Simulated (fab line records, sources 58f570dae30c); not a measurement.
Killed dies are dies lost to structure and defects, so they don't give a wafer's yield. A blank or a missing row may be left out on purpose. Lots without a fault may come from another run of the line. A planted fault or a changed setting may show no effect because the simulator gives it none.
Tool commonality check | flow berkeley_cmos170 | 14 lots, 48 wafers sampled

WHY IT WAS OPENED
At UCB170_M3_CD_MEAS_90 the reading cd_nm is flagged on 2 of 14 lots. Wafers without a fault read 699.2 nm, standard deviation 2.1.
Rule: a lot is flagged when every wafer of it that has a number lies more than 4 standard deviations from that mean, or none has a number. The other lots count as sound.

lot  | measured     | on        | cd_nm (nm), wafer by wafer          | flag
L980 | day 7 18:44  | cd_sem-01 | 699.9 699.8 699.2                   |
L978 | day 7 19:01  | cd_sem-02 | 701.9 704.0 701.3                   |
L977 | day 7 19:29  | cd_sem-01 | 701.7 698.5 705.4                   |
L983 | day 8 13:12  | cd_sem-01 | 699.2 696.8 698.7                   |
L982 | day 8 13:41  | cd_sem-02 | 699.6 700.2 699.5                   |
L985 | day 8 21:35  | cd_sem-01 | 702.9 700.5 698.8                   |
L984 | day 8 22:19  | cd_sem-01 | 698.7 700.4 697.6                   |
L988 | day 9 11:55  | cd_sem-01 | 700.7 700.6 700.0                   |
L989 | day 9 15:57  | cd_sem-01 | 698.9 698.4 697.8                   |
L991 | day 10 14:53 | cd_sem-01 | 682.7 681.7 681.6 683.0 681.6 681.6 | FLAGGED
L994 | day 11 08:55 | cd_sem-02 | 686.9 684.8 683.7 687.3 684.5 684.0 | FLAGGED
L998 | day 11 16:18 | cd_sem-01 | 701.7 699.6 699.4                   |
L999 | day 11 23:53 | cd_sem-02 | 695.4 698.6 696.9                   |
L100 | day 12 13:56 | cd_sem-02 | 694.5 698.0 695.7                   |
The numbers of the flagged lots are 683.6 nm on average: -15.6 nm against the usual, or -7 standard deviations.

WHICH TOOL RAN EACH LOT
The record holds 3 process steps before the reading, out of a route of 331 steps. In each cell: the tool, then ch and the chambers that the sampled wafers went through, then the start.
lot  | flag    | UCB170_SDANNEAL_RTA_00           | UCB170_M3_METAL_ETCH_18           | UCB170_M3_STRIP_19
L980 |         | rtp_anneal-01 ch 0, day 6 15:19  | rie_metal-01 ch 0,1, day 7 18:27  | plasma_asher-04 ch 0,1, day 7 18:38
L978 |         | rtp_anneal-02 ch 0, day 6 14:19  | rie_metal-03 ch 0, day 7 18:43    | plasma_asher-01 ch 0,1, day 7 18:55
L977 |         | rtp_anneal-01 ch 0, day 6 14:38  | rie_metal-02 ch 0,1, day 7 19:11  | plasma_asher-04 ch 0,1, day 7 19:22
L983 |         | rtp_anneal-01 ch 0, day 7 11:31  | rie_metal-03 ch 0,1, day 8 12:56  | plasma_asher-01 ch 0,1, day 8 13:05
L982 |         | rtp_anneal-02 ch 0, day 7 12:39  | rie_metal-02 ch 0,1, day 8 13:26  | plasma_asher-04 ch 0,1, day 8 13:35
L985 |         | rtp_anneal-02 ch 0, day 7 20:54  | rie_metal-01 ch 0,1, day 8 21:17  | plasma_asher-04 ch 0,1, day 8 21:28
L984 |         | rtp_anneal-01 ch 0, day 7 21:22  | rie_metal-03 ch 0, day 8 21:52    | plasma_asher-01 ch 0,1, day 8 22:11
L988 |         | rtp_anneal-01 ch 0, day 8 12:11  | rie_metal-01 ch 1, day 9 11:36    | plasma_asher-02 ch 0,1, day 9 11:47
L989 |         | rtp_anneal-02 ch 0, day 8 18:10  | rie_metal-01 ch 0,1, day 9 15:34  | plasma_asher-02 ch 0,1, day 9 15:46
L991 | FLAGGED | rtp_anneal-02 ch 0, day 9 16:38  | rie_metal-01 ch 0,1, day 10 14:38 | plasma_asher-04 ch 0,1, day 10 14:47
L994 | FLAGGED | rtp_anneal-02 ch 0, day 10 08:44 | rie_metal-01 ch 1, day 11 08:32   | plasma_asher-02 ch 0,1, day 11 08:49
L998 |         | rtp_anneal-01 ch 0, day 10 18:08 | rie_metal-03 ch 0,1, day 11 15:59 | plasma_asher-01 ch 0,1, day 11 16:11
L999 |         | rtp_anneal-01 ch 0, day 11 04:04 | rie_metal-03 ch 0,1, day 11 23:31 | plasma_asher-02 ch 0,1, day 11 23:43
L100 |         | rtp_anneal-02 ch 0, day 11 13:31 | rie_metal-03 ch 0,1, day 12 13:39 | plasma_asher-01 ch 0,1, day 12 13:50
What these steps do:
- UCB170_SDANNEAL_RTA_00: time 10 s.
- UCB170_M3_METAL_ETCH_18: etches Al in Cl2/BCl3, stops on SiO2, target depth 1170 nm, time 195 s.
- UCB170_M3_STRIP_19: strips in O2.
- UCB170_M3_CD_MEAS_90: target cd 700 nm.

FLAGGED OVER TOTAL, TOOL BY TOOL (the gauges that took the reading come last)
step                    | tool            | lots run | flagged | share of the flagged lots | sound lots run after its first flagged lot
UCB170_SDANNEAL_RTA_00  | rtp_anneal-01   | 7        | 0       | none                      | -
UCB170_SDANNEAL_RTA_00  | rtp_anneal-02   | 7        | 2       | all                       | 1 (L100)
UCB170_M3_METAL_ETCH_18 | rie_metal-01    | 6        | 2       | all                       | 0
UCB170_M3_METAL_ETCH_18 | rie_metal-02    | 2        | 0       | none                      | -
UCB170_M3_METAL_ETCH_18 | rie_metal-03    | 6        | 0       | none                      | -
UCB170_M3_STRIP_19      | plasma_asher-01 | 5        | 0       | none                      | -
UCB170_M3_STRIP_19      | plasma_asher-02 | 4        | 1       | some                      | 1 (L999)
UCB170_M3_STRIP_19      | plasma_asher-04 | 5        | 1       | some                      | 0
UCB170_M3_CD_MEAS_90    | cd_sem-01       | 9        | 1       | some                      | 1 (L998)
UCB170_M3_CD_MEAS_90    | cd_sem-02       | 5        | 1       | some                      | 2 (L999,L100)

WHAT THE TABLE ALLOWS
2 rows of the table ran every flagged lot: rtp_anneal-02 at UCB170_SDANNEAL_RTA_00, rie_metal-01 at UCB170_M3_METAL_ETCH_18.
- rtp_anneal-02 at UCB170_SDANNEAL_RTA_00: 2 of its 7 lots flagged. Sound lots ran on it after the first flagged one (L100), which a lasting fault on the whole tool wouldn't allow.
- rie_metal-01 at UCB170_M3_METAL_ETCH_18: 2 of its 6 lots flagged. Its last sound lot is L989 (day 9 15:34), its first flagged lot L991 (day 10 14:38): a fault that began between those two fits.
One tool is left: rie_metal-01 at UCB170_M3_METAL_ETCH_18.

WHAT THE SIMULATOR HAD PUT IN
Process parameter drift: rie_metal-01, from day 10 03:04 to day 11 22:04, at UCB170_M3_METAL_ETCH_18. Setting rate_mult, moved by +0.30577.
Lots struck among those shown: L991, L994. The rule above found the same.
